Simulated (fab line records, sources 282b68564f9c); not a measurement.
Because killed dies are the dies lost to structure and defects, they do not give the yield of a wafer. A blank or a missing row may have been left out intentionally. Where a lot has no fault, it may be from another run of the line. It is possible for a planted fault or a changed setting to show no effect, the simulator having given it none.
Comparing a struck lot with a sound one + flow rit-cmos + 43 out of 202 route steps
Sound: the wafers L885.1, L885.2, L885.3. Wafers L890.3, L890.4, L890.6 were the ones struck. Last of all comes the cause.
At each step with rows: each side's tool, then ch and its chambers, then its first start. Under that, the readings that differ: sound wafers + struck wafers + difference of the means + sigmas: that difference in standard deviations of wafers without a fault.
alike: readings with means less than 2 such deviations apart, plus words and numbers identical on both sides. not compared: withheld readings, readings lacking a value on some wafer, bounds such as >300 that could conceal the same value, and numbers that have no deviation in the record and whose values overlap.
The two part at a step that has a row with sigmas, a row that says differs or no value, or rows on one side only. Numbers that don't overlap but have no deviation are shown without sigmas and don't part them. A reading that every wafer of one side lacks parts them only if that side has two wafers or more.

first, 2 steps without rows for these wafers: RIT_NLDD_HARDBAKE_07 (time 60 s); RIT_NLDD_IMPLANT_08.
RIT_NLDD_STRIP_09: strips in O2, time 180 s.
  sound on plasma-asher-04 ch 0,1, day 4 06:04; struck on plasma-asher-02 ch 0,1, day 5 04:55
  alike: drypump-motor-current-A
  not compared: rf-hours-counter-h
RIT_NLDD_TW_MEAS_10:
  struck on film-metro-03, day 5 05:03; sound on film-metro-03, day 4 06:15
  alike: NLDD_TW
then, 6 steps without rows for these wafers: RIT_PLDD_HMDS_00 (prime time 60 s); RIT_PLDD_COAT_01 (resist thk 1000 nm); RIT_PLDD_SOFTBAKE_02 (time 60 s); RIT_PLDD_EXPOSE_03 (exposes mask M8, target cd 40900 nm); RIT_PLDD_PEB_04; RIT_PLDD_DEVELOP_05 (develop time 50 s).
RIT_PLDD_OVL_MEAS_06:
  struck on overlay-02, day 5 06:09; sound on overlay-02, day 4 07:10
  alike: PLDD_OVL
then, 1 step without rows for these wafers: RIT_PLDD_HARDBAKE_07 (time 60 s).
RIT_PLDD_IMPLANT_08:
  sound on implanter-04 ch 0, day 4 07:21; struck on implanter-04 ch 0, day 5 06:23
| reading                          | sound                        | struck                           | difference  | sigmas      |
|----------------------------------|------------------------------|----------------------------------|-------------|-------------|
| dose-ions-cm2                    | 9.003e+14 9.002e+14 9.01e+14 | 1.7141e+15 1.7151e+15 1.7125e+15 | +8.1340e+14 | +99 or more |
| end-station-pressure-torr (Torr) | 7.5e-06 6.6e-06 7.2e-06      | 9.9e-06 8.2e-06 9.1e-06          | +2.0e-06    | +5          |
| faraday-current-uA               | 2855 2807 2838               | 5372 5277 5393                   | +2514       | +47         |
RIT_PLDD_STRIP_09: strips in O2, time 180 s.
  sound on plasma-asher-03 ch 0,1, day 4 07:30; struck on plasma-asher-01 ch 0,1, day 5 06:32
  alike: drypump-motor-current-A
  not compared: rf-hours-counter-h
RIT_PLDD_TW_MEAS_10:
  struck on film-metro-04, day 5 06:54; sound on film-metro-04, day 4 07:40
| reading | sound          | struck         | difference | sigmas |
|---------|----------------|----------------|------------|--------|
| PLDD_TW | 2352 2348 2340 | 2722 2733 2731 | +382       | +40    |
  not compared: hold
then, 3 steps without rows for these wafers: RIT_SPACER_CLEAN_01 (cleans in dHF, time 30 s); RIT_SPACER_CLEAN_02 (cleans in SC2, time 600 s); RIT_SPACER_CVD_03 (deposits Si3N4 from SiH2Cl2/NH3, target thk 250 nm, time 3300 s).
RIT_SPACER_THK_MEAS_04:
  struck on film-metro-01, day 5 15:56; sound on film-metro-02, day 4 10:01
  alike: SPACER_NITRIDE_THK
RIT_SPACER_ETCHBACK_05: etches Si3N4 in SF6/CHF3, stops on SiO2, target depth 250 nm, time 240 s.
  sound on rie-diel-04 ch 0,1,3, day 4 10:04; struck on rie-diel-04 ch 0,3, day 5 15:59
  alike: drypump-motor-current-A, oes-product-au, throttle-valve-pct
  not compared: rf-hours-counter-h
then, 6 steps without rows for these wafers: RIT_NSD_HMDS_00 (prime time 60 s); RIT_NSD_COAT_01 (resist thk 1000 nm); RIT_NSD_SOFTBAKE_02 (time 60 s); RIT_NSD_EXPOSE_03 (exposes mask M9, target cd 40700 nm); RIT_NSD_PEB_04; RIT_NSD_DEVELOP_05 (develop time 50 s).
RIT_NSD_OVL_MEAS_06:
  struck on overlay-02, day 5 17:17; sound on overlay-01, day 4 11:12
  alike: NSD_OVL
then, 2 steps without rows for these wafers: RIT_NSD_HARDBAKE_07 (time 60 s); RIT_NSD_IMPLANT_08.
RIT_NSD_STRIP_09: strips in O2, time 180 s.
  sound on plasma-asher-03 ch 0,1, day 4 11:32; struck on plasma-asher-03 ch 0,1, day 5 17:47
  alike: drypump-motor-current-A
  not compared: rf-hours-counter-h
RIT_NSD_TW_MEAS_10:
  struck on film-metro-04, day 5 17:55; sound on film-metro-04, day 4 11:43
  alike: NSD_TW
then, 6 steps without rows for these wafers: RIT_PSD_HMDS_00 (prime time 60 s); RIT_PSD_COAT_01 (resist thk 1000 nm); RIT_PSD_SOFTBAKE_02 (time 60 s); RIT_PSD_EXPOSE_03 (exposes mask M10, target cd 40900 nm); RIT_PSD_PEB_04; RIT_PSD_DEVELOP_05 (develop time 50 s).
RIT_PSD_OVL_MEAS_06:
  struck on overlay-02, day 5 19:15; sound on overlay-01, day 4 12:37
  alike: PSD_OVL
then, 2 steps without rows for these wafers: RIT_PSD_HARDBAKE_07 (time 60 s); RIT_PSD_IMPLANT_08.
RIT_PSD_STRIP_09: strips in O2, time 180 s.
  sound on plasma-asher-02 ch 0,1, day 4 12:58; struck on plasma-asher-04 ch 0,1, day 5 19:43
| reading                     | sound       | struck      | difference | sigmas |
|-----------------------------|-------------|-------------|------------|--------|
| drypump-motor-current-A (A) | 5.5 5.2 5.5 | 6.3 6.1 6.3 | +0.8       | +2     |
  not compared: rf-hours-counter-h
RIT_SDANNEAL_RS_MEAS_06: measurement is done with a four-point probe.
  struck on film-metro-04, day 5 20:53; sound on film-metro-04, day 4 13:52
| reading          | sound             | struck            | difference | sigmas |
|------------------|-------------------|-------------------|------------|--------|
| PLDD_RS (ohm/sq) | 180.4 179.7 179.8 | 153.4 153.5 153.3 | -26.6      | -57    |
  not compared: hold
RIT_M1_PROBE_99:
  the record has rows for the sound wafers here (prober-01, day 4 21:20) and none for the struck ones

WHERE THEY PART
First at RIT_PLDD_IMPLANT_08; last, within this record, at RIT_M1_PROBE_99.

WHY: whatever the simulator had introduced
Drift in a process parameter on implanter-04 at RIT_PLDD_IMPLANT_08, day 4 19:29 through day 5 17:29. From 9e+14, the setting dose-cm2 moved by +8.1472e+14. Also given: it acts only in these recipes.
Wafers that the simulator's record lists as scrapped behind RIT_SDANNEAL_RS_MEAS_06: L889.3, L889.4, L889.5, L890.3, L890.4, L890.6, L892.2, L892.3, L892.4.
